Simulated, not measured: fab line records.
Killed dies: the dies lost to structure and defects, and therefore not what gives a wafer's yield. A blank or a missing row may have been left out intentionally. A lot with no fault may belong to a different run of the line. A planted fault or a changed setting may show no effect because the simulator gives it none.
fab line records    flow rit_cmos    part 2 of 2: steps 27 to 36 of 36
[record] lots = 5  wafers = 15  last_day = 7
route steps=202 shown PSD@149 SDANNEAL@153 NSD@158 PLDD@159 NLDD@160 SILICIDE@161 CONTACT@168 M1@184
lots that met no fault: taken from a fault-free run of the same line
start_h: hours from the record's first day to the start of the lot's first wafer shown    wait_h: hours since the lot's step before    " the same as in the row above    L1.1+2: several wafers, shown together as one row    - either no value or no given start    * or withheld: withheld    < > ~ a bound
route shown NAME@n: names a module that has steps shown in the file, with the first one's number in the route    usual: mean and standard deviation over wafers with no fault    same: alike in all rows    chamber/n: place in a boat    sites: each site's reading    _std_site: how widely they spread, as a standard deviation    _edge_site: inner sites' mean taken away from outer sites' mean    radius_mm: how far each site lies from the wafer's centre    mask NAME#n: copy n    behind: the last tool/chamber to shape the wafer    hold: the reason the lot was held/the length of the hold in hours/how it ended    device: whichever transistor did not switch (one of n, p or np)    end of line: tests of these same wafers at the route's end    where a step has no rows: the recipe by itself    killed: the dies lost at the first sort to structure and to defects; this is not the yield of the wafer    map: dies across one wafer; x = killed, . = not, _ = none there
set.NAME: the setting as run; set.NAME@STEP: as run at that earlier step    model.NAME: the simulator's own value behind a step, which no gauge read
a table for each step, a row for each wafer; lots at some steps of the route
services: when a tool's chamber went out of use (start_h, in hours from the record's first day, below 0 if earlier), for how many hours, and the reason
[[steps]]
[step RIT_CONTACT_DEVELOP_07]
[recipe] resist = NOVOLAK  develop_time_s = 120  dev_temp_c = 23
[usual] exhaust_pa = 45.1/1
lot.wafer  tool            chamber  start_h  wait_h  exhaust_pa
L075.3     litho_track-01  0        -        -       46.3
L075.4     "               0        "        "       45.8
L075.6     "               0        "        "       46.1
L079.3     litho_track-01  0        -        -       46.9
L079.4     "               0        "        "       49.4
L079.6     "               0        "        "       46.7
L092.2     litho_track-04  0        -        -       45.2
L092.4     "               0        "        "       44.3
L092.5     "               0        "        "       42.6
L096.2     litho_track-01  0        -        -       44.8
L096.3     "               0        "        "       45.0
L096.5     "               0        "        "       44.3
L097.1     litho_track-03  0        -        -       45.4
L097.3     "               0        "        "       44.3
L097.5     "               0        "        "       45.3
[step RIT_CONTACT_CD_MEAS_08]
[recipe] target_cd_nm = 1000
[usual] cd_nm = 1000.3/2.2
lot.wafer  tool       chamber  start_h  wait_h  cd_nm
L075.3     cd_sem-01  -        61.00    -       1005.8
L075.4     "          -        "        "       1004.3
L075.6     "          -        "        "       1005.9
L079.3     cd_sem-01  -        77.50    -       1001.5
L079.4     "          -        "        "       999.7
L079.6     "          -        "        "       1001.5
L092.2     cd_sem-02  -        141.38   -       998.8
L092.4     "          -        "        "       998.1
L092.5     "          -        "        "       998.0
L096.2     cd_sem-02  -        161.33   -       1004.4
L096.3     "          -        "        "       1003.8
L096.5     "          -        "        "       1000.8
L097.1     cd_sem-02  -        166.25   -       998.0
L097.3     "          -        "        "       997.2
L097.5     "          -        "        "       1000.4
[step RIT_CONTACT_OVL_MEAS_09]
[usual] CONTACT_OVL = -0.2/1.4
lot.wafer  tool        chamber  start_h  wait_h  CONTACT_OVL[nm]
L075.3     overlay-02  -        61.09    0.1     -0.6
L075.4     "           -        "        "       -0.6
L075.6     "           -        "        "       0.2
L079.3     overlay-02  -        77.59    0.1     1.4
L079.4     "           -        "        "       0.7
L079.6     "           -        "        "       -0.3
L092.2     overlay-01  -        141.48   0.1     0.5
L092.4     "           -        "        "       1.6
L092.5     "           -        "        "       -1.3
L096.2     overlay-01  -        161.44   0.1     0.4
L096.3     "           -        "        "       0.8
L096.5     "           -        "        "       1.8
L097.1     overlay-01  -        166.37   0.1     -0.3
L097.3     "           -        "        "       0.5
L097.5     "           -        "        "       0.1
[step RIT_CONTACT_HARDBAKE_10]
[recipe] resist = NOVOLAK  temp_c = 140  time_s = 60
[usual] exhaust_pa = 45.0/0.84
lot.wafer  tool            chamber  start_h  wait_h  exhaust_pa
L075.3     litho_track-04  0        61.17    0.1     44.5
L075.4     "               0        "        "       44.8
L075.6     "               0        "        "       45.2
L079.3     litho_track-01  0        77.67    0.1     44.9
L079.4     "               0        "        "       44.3
L079.6     "               0        "        "       45.5
L092.2     litho_track-04  0        141.54   0.0     43.9
L092.4     "               0        "        "       44.1
L092.5     "               0        "        "       43.9
L096.2     litho_track-03  0        161.50   0.0     45.5
L096.3     "               0        "        "       46.5
L096.5     "               0        "        "       44.0
L097.1     litho_track-01  0        166.55   0.2     43.0
L097.3     "               0        "        "       45.4
L097.5     "               0        "        "       46.0
[step RIT_CONTACT_ETCH_11]
[recipe] target_depth_a = 4800  over_etch_frac = 0.2  stop_on = TiSi2  chemistry = CHF3/CF4/Ar  target = SiO2  CHF3_flow_sccm = 50  cf4_flow_sccm = 10  Ar_flow_sccm = 100  O2_flow_sccm = 5  pressure_mtorr = 100  rf_w = 200  time_s = 320
[usual] O2_flow_sccm = 5.002/0.015  drypump_motor_current_A = 5.9/0.36  mfc_ar_sccm = 99.97/0.29  oes_product_au = 0.989/0.014  throttle_valve_pct = 8.86/0.14
lot.wafer  tool         chamber  start_h  wait_h  O2_flow_sccm  drypump_motor_current_A  mfc_ar_sccm  oes_product_au  rf_hours_counter_h  throttle_valve_pct
L075.3     rie_diel-04  1        61.27    0.1     5.030         5.9                      100.15       0.987           11                  8.96
L075.4     "            3        "        "       5.013         5.8                      100.22       0.977           -                   8.61
L075.6     "            1        "        "       5.005         5.8                      99.55        1.003           -                   8.98
L079.3     rie_diel-02  2        77.77    0.1     4.996         5.4                      99.66        0.966           3                   8.82
L079.4     "            1        "        "       5.020         5.9                      100.05       0.992           45                  8.76
L079.6     "            0        "        "       5.008         6.4                      100.19       1.004           -                   9.02
L092.2     rie_diel-02  2        141.66   0.1     4.983         5.4                      99.65        0.981           4                   8.81
L092.4     "            3        "        "       5.006         6.1                      100.46       0.971           9                   8.91
L092.5     "            2        "        "       4.997         5.5                      100.10       0.971           -                   8.81
L096.2     rie_diel-03  0        161.62   0.1     5.016         5.3                      99.76        0.981           2                   8.84
L096.3     "            0        "        "       5.005         5.3                      99.41        0.988           -                   8.82
L096.5     "            2        "        "       5.001         6.3                      100.32       1.006           -                   8.78
L097.1     rie_diel-02  3        166.70   0.1     5.000         6.1                      99.77        0.967           9                   8.89
L097.3     "            1        "        "       4.967         5.9                      100.26       0.994           47                  8.77
L097.5     "            2        "        "       4.979         5.4                      99.70        0.978           -                   8.81
[step RIT_CONTACT_STRIP_12]
[recipe] chemistry = O2  time_s = 180  resist = NOVOLAK  platen_temp_c = withheld  power_w = 500  pressure_mtorr = 4000  o2_flow_sccm = 4000
[usual] drypump_motor_current_A = 5.4/0.49
lot.wafer  tool             chamber  start_h  wait_h  drypump_motor_current_A  rf_hours_counter_h
L075.3     plasma_asher-02  0        61.52    0.2     5.7                      -
L075.4     "                1        "        "       5.4                      -
L075.6     "                1        "        "       5.4                      -
L079.3     plasma_asher-04  0        78.02    0.2     5.2                      -
L079.4     "                1        "        "       5.6                      -
L079.6     "                1        "        "       5.6                      -
L092.2     plasma_asher-04  1        141.86   0.1     5.5                      37
L092.4     "                1        "        "       5.5                      -
L092.5     "                1        "        "       5.6                      -
L096.2     plasma_asher-01  1        161.91   0.2     4.8                      53
L096.3     "                0        "        "       6.2                      -
L096.5     "                1        "        "       4.7                      -
L097.1     plasma_asher-01  0        166.89   0.1     6.2                      54
L097.3     "                1        "        "       4.8                      -
L097.5     "                0        "        "       6.2                      -
[step RIT_CONTACT_CD_MEAS_90]
[recipe] target_cd_nm = 1000
[usual] cd_nm = 1000.3/2.2
lot.wafer  tool       chamber  start_h  wait_h  cd_nm
L075.3     cd_sem-02  -        61.68    0.1     1005.7
L075.4     "          -        "        "       1004.3
L075.6     "          -        "        "       1005.9
L079.3     cd_sem-01  -        78.18    0.1     1001.1
L079.4     "          -        "        "       1000.2
L079.6     "          -        "        "       1002.0
L092.2     cd_sem-01  -        142.05   0.1     998.7
L092.4     "          -        "        "       998.1
L092.5     "          -        "        "       997.5
L096.2     cd_sem-01  -        162.11   0.1     1004.7
L096.3     "          -        "        "       1003.7
L096.5     "          -        "        "       1000.2
L097.1     cd_sem-01  -        167.07   0.1     998.5
L097.3     "          -        "        "       997.5
L097.5     "          -        "        "       1000.1
[step RIT_CONTACT_CLEAN_13]
[recipe] chemistry = SC1  mix = 3:3:50  time_s = 600  temp_c = 75
[usual] bath_heat_duty_pct = 15.6/2.9
lot.wafer  tool          chamber  start_h  wait_h  bath_heat_duty_pct
L075.3     wet_bench-04  1        61.76    0.1     16.3
L075.4     "             1        "        "       15.9
L075.6     "             1        "        "       14.7
L079.3     wet_bench-04  3        78.26    0.1     22.2
L079.4     "             3        "        "       21.5
L079.6     "             3        "        "       22.1
L092.2     wet_bench-04  1        142.15   0.1     14.6
L092.4     "             1        "        "       14.5
L092.5     "             1        "        "       16.0
L096.2     wet_bench-04  1        162.21   0.1     15.1
L096.3     "             1        "        "       15.6
L096.5     "             1        "        "       14.4
L097.1     wet_bench-02  2        167.19   0.1     14.3
L097.3     "             2        "        "       15.1
L097.5     "             2        "        "       15.6
[step RIT_CONTACT_CLEAN_14]
[recipe] chemistry = SC2  mix = 3:3:50  time_s = 600  temp_c = 75  dry = n2_spin
[usual] bath_heat_duty_pct = 14.9/2
lot.wafer  tool          chamber  start_h  wait_h  bath_heat_duty_pct
L075.3     wet_bench-03  0        61.95    0.0     13.2
L075.4     "             0        "        "       13.7
L075.6     "             0        "        "       12.6
L079.3     wet_bench-02  1        78.45    0.0     14.0
L079.4     "             1        "        "       13.3
L079.6     "             1        "        "       14.8
L092.2     wet_bench-02  1        142.33   0.0     14.1
L092.4     "             1        "        "       13.9
L092.5     "             1        "        "       13.5
L096.2     wet_bench-02  2        162.38   0.0     15.4
L096.3     "             2        "        "       16.6
L096.5     "             2        "        "       14.7
L097.1     wet_bench-02  0        167.36   0.0     13.2
L097.3     "             0        "        "       13.2
L097.5     "             0        "        "       12.8
[step RIT_M1_SPUTTER_00]
[recipe] material = Al  target_thk_nm = 400  power_w = 2000  chamber_pressure_pa = 0.4195  gas = Ar  time_s = 500  substrate_temp_c = 25
[usual] throttle_valve_pct = 30.4/1
lot.wafer  tool            chamber  start_h  wait_h  throttle_valve_pct
L075.3     pvd_sputter-02  -        62.30    0.0     30.9
L075.4     "               -        "        "       30.9
L075.6     "               -        "        "       30.6
L079.3     pvd_sputter-02  -        78.64    0.0     30.8
L079.4     "               -        "        "       28.4
L079.6     "               -        "        "       31.0
L092.2     pvd_sputter-03  -        142.50   0.0     31.9
L092.4     "               -        "        "       30.7
L092.5     "               -        "        "       30.7
L096.2     pvd_sputter-03  -        162.56   0.0     30.9
L096.3     "               -        "        "       31.8
L096.5     "               -        "        "       31.1
L097.1     pvd_sputter-02  -        167.54   0.0     30.9
L097.3     "               -        "        "       31.0
L097.5     "               -        "        "       31.0
[[services]]
tool              chamber  start_h  hours  kind
pecvd-04          -        45.22    28.1   pm
iline_stepper-02  -        46.82    7.0    repair
pecvd-01          -        47.62    0.6    repair
rie_diel-04       -        54.48    0.2    repair
pvd_sputter-04    -        54.74    12.4   repair
plasma_asher-03   -        61.16    2.7    repair
plasma_asher-02   -        70.02    8.1    repair
iline_stepper-02  -        70.42    1.7    pm
plasma_asher-01   -        74.99    3.2    repair
iline_stepper-01  -        77.06    1.7    pm
wet_bench-03      -        82.26    4.4    pm
rie_diel-04       2        85.36    21.6   repair
plasma_asher-01   -        90.39    5.1    repair
wet_bench-02      -        91.05    1.9    pm
pvd_sputter-02    -        91.07    1.3    repair
pecvd-01          -        94.67    2.8    pm
iline_stepper-01  -        97.88    9.3    repair
plasma_asher-02   -        108.75   9.0    pm
wet_bench-01      -        115.11   4.1    repair
rie_diel-03       2        115.14   2.8    repair
rtp_anneal-02     -        115.26   4.0    pm
plasma_asher-01   -        115.79   4.3    repair
pvd_sputter-01    -        121.45   1.4    repair
implanter-01      -        150.12   3.1    pm
